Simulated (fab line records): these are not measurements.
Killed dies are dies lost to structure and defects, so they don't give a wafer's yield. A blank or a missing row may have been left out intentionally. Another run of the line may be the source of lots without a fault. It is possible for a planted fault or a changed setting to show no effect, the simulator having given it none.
Split-lot trial || flow berkeley_cmos170 || 5 lots, 23 wafers read, on a route of 331 steps

== SPLIT DETAILS ==
At UCB170_BACKSIDE_STRIP_03 (strips in O2), the setting power_w was moved away from the recipe's 400 W on 5 of the 23 wafers read, by -11.1% to +6.3%. The other wafers ran this setting at the recipe's value.

The split's own step is where the reading is taken.

== THE READING ==
oes_product_au, in a.u., at UCB170_BACKSIDE_STRIP_03 (strips in O2). On this fab line, fault-free wafers typically give 0.735 a.u. with a standard deviation of 0.0042 a.u.

{"wafer": "L075.1", "tool, chamber at the split": "plasma_asher-02, 1", "power_w as run, W": 400, "against the recipe": "recipe", "oes_product_au, a.u.": 0.738, "against lot-mates on the recipe": "-"}
{"wafer": "L075.2", "tool, chamber at the split": "plasma_asher-02, 0", "power_w as run, W": 355.6, "against the recipe": "-11.1%", "oes_product_au, a.u.": 0.690, "against lot-mates on the recipe": -0.046}
{"wafer": "L075.4", "tool, chamber at the split": "plasma_asher-02, 1", "power_w as run, W": 355.6, "against the recipe": "-11.1%", "oes_product_au, a.u.": 0.693, "against lot-mates on the recipe": -0.043}
{"wafer": "L075.5", "tool, chamber at the split": "plasma_asher-02, 0", "power_w as run, W": 355.6, "against the recipe": "-11.1%", "oes_product_au, a.u.": 0.700, "against lot-mates on the recipe": -0.036}
{"wafer": "L075.6", "tool, chamber at the split": "plasma_asher-02, 1", "power_w as run, W": 400, "against the recipe": "recipe", "oes_product_au, a.u.": 0.733, "against lot-mates on the recipe": "-"}
{"wafer": "L080.1", "tool, chamber at the split": "plasma_asher-02, 1", "power_w as run, W": 425.3, "against the recipe": "+6.3%", "oes_product_au, a.u.": 0.766, "against lot-mates on the recipe": "+0.032"}
{"wafer": "L080.2", "tool, chamber at the split": "plasma_asher-02, 0", "power_w as run, W": 400, "against the recipe": "recipe", "oes_product_au, a.u.": 0.738, "against lot-mates on the recipe": "-"}
{"wafer": "L080.4", "tool, chamber at the split": "plasma_asher-02, 1", "power_w as run, W": 400, "against the recipe": "recipe", "oes_product_au, a.u.": 0.731, "against lot-mates on the recipe": "-"}
{"wafer": "L080.5", "tool, chamber at the split": "plasma_asher-02, 0", "power_w as run, W": 425.3, "against the recipe": "+6.3%", "oes_product_au, a.u.": 0.758, "against lot-mates on the recipe": "+0.024"}
{"wafer": "L080.6", "tool, chamber at the split": "plasma_asher-02, 1", "power_w as run, W": 400, "against the recipe": "recipe", "oes_product_au, a.u.": 0.734, "against lot-mates on the recipe": "-"}
{"wafer": "L081.1", "tool, chamber at the split": "plasma_asher-03, 0", "power_w as run, W": 400, "against the recipe": "recipe", "oes_product_au, a.u.": 0.735, "against lot-mates on the recipe": "-"}
{"wafer": "L081.2", "tool, chamber at the split": "plasma_asher-03, 1", "power_w as run, W": 400, "against the recipe": "recipe", "oes_product_au, a.u.": 0.738, "against lot-mates on the recipe": "-"}
{"wafer": "L081.3", "tool, chamber at the split": "plasma_asher-03, 1", "power_w as run, W": 400, "against the recipe": "recipe", "oes_product_au, a.u.": 0.727, "against lot-mates on the recipe": "-"}
{"wafer": "L081.4", "tool, chamber at the split": "plasma_asher-03, 0", "power_w as run, W": 400, "against the recipe": "recipe", "oes_product_au, a.u.": 0.740, "against lot-mates on the recipe": "-"}
{"wafer": "L081.5", "tool, chamber at the split": "plasma_asher-03, 1", "power_w as run, W": 400, "against the recipe": "recipe", "oes_product_au, a.u.": 0.737, "against lot-mates on the recipe": "-"}
{"wafer": "L083.3", "tool, chamber at the split": "plasma_asher-03, 0", "power_w as run, W": 400, "against the recipe": "recipe", "oes_product_au, a.u.": 0.736, "against lot-mates on the recipe": "-"}
{"wafer": "L083.4", "tool, chamber at the split": "plasma_asher-03, 1", "power_w as run, W": 400, "against the recipe": "recipe", "oes_product_au, a.u.": 0.740, "against lot-mates on the recipe": "-"}
{"wafer": "L083.5", "tool, chamber at the split": "plasma_asher-03, 0", "power_w as run, W": 400, "against the recipe": "recipe", "oes_product_au, a.u.": 0.730, "against lot-mates on the recipe": "-"}
{"wafer": "L085.1", "tool, chamber at the split": "plasma_asher-04, 1", "power_w as run, W": 400, "against the recipe": "recipe", "oes_product_au, a.u.": 0.730, "against lot-mates on the recipe": "-"}
{"wafer": "L085.3", "tool, chamber at the split": "plasma_asher-04, 0", "power_w as run, W": 400, "against the recipe": "recipe", "oes_product_au, a.u.": 0.738, "against lot-mates on the recipe": "-"}
{"wafer": "L085.4", "tool, chamber at the split": "plasma_asher-04, 1", "power_w as run, W": 400, "against the recipe": "recipe", "oes_product_au, a.u.": 0.736, "against lot-mates on the recipe": "-"}
{"wafer": "L085.5", "tool, chamber at the split": "plasma_asher-04, 1", "power_w as run, W": 400, "against the recipe": "recipe", "oes_product_au, a.u.": 0.736, "against lot-mates on the recipe": "-"}
{"wafer": "L085.6", "tool, chamber at the split": "plasma_asher-04, 0", "power_w as run, W": 400, "against the recipe": "recipe", "oes_product_au, a.u.": 0.732, "against lot-mates on the recipe": "-"}

THE FIT
A straight line over all 23 wafers: oes_product_au changes by +0.00379 a.u. for each +1% of power_w; r = +0.97; the points scatter about the line by 0.004 a.u.
The same after taking each lot's own level away (the mean of its wafers on the recipe; 23 wafers): +0.00385 a.u. for each +1%; r = +0.97; scatter 0.004 a.u.
Per that fit: largest power_w move, reading shift of 0.043 a.u.
Measured against the standard deviation above, the lots' own levels, which go from 0.7343 to 0.7355 a.u., span 0.3 times it.
Consequently the slope shifts little with the lot-to-lot level, the two slopes agreeing.
Check: with one of the wafers moved furthest among these (-11.1%) left out of the fit, the line predicts -0.0409 a.u. for it against its lot-mates. It came out at -0.0455 a.u. against them.
Tool readings at the split's step, against how far the setting was moved: oes_product_au r = +0.97; strip_time_to_endpoint_s r = -1.00.

== OTHER SPLITS ON THESE WAFERS ==
Note: prior to the reading, these wafers also went through further splits. Each is held against what the fit with the lots' levels taken away leaves over:
{"other split on the same wafers": "UCB170_PSD_IMPLANT_08 dose_cm2", "wafers away from the commonest value": 12, "r with oes_product_au (lot level and that fit taken away)": "+0.03"}
{"other split on the same wafers": "UCB170_NSD_IMPLANT_08 dose_cm2", "wafers away from the commonest value": 11, "r with oes_product_au (lot level and that fit taken away)": "+0.12"}

== THE WHOLE CHAIN: every reading that the file lists as answering this split, in the file's order ==
{"step": "UCB170_BACKSIDE_STRIP_03", "what it does": "strips in O2", "reading": "oes_product_au", "change (the file's fit)": "+0.00385 a.u. for each +1% of the setting", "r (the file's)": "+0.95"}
{"step": "UCB170_BACKSIDE_STRIP_03", "what it does": "strips in O2", "reading": "strip_time_to_endpoint_s", "change (the file's fit)": "withheld for each +1% of the setting", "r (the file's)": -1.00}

== THE FILE'S OWN FIT ==
oes_product_au changes by +0.00385 a.u. for each +1% of power_w, r = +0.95.
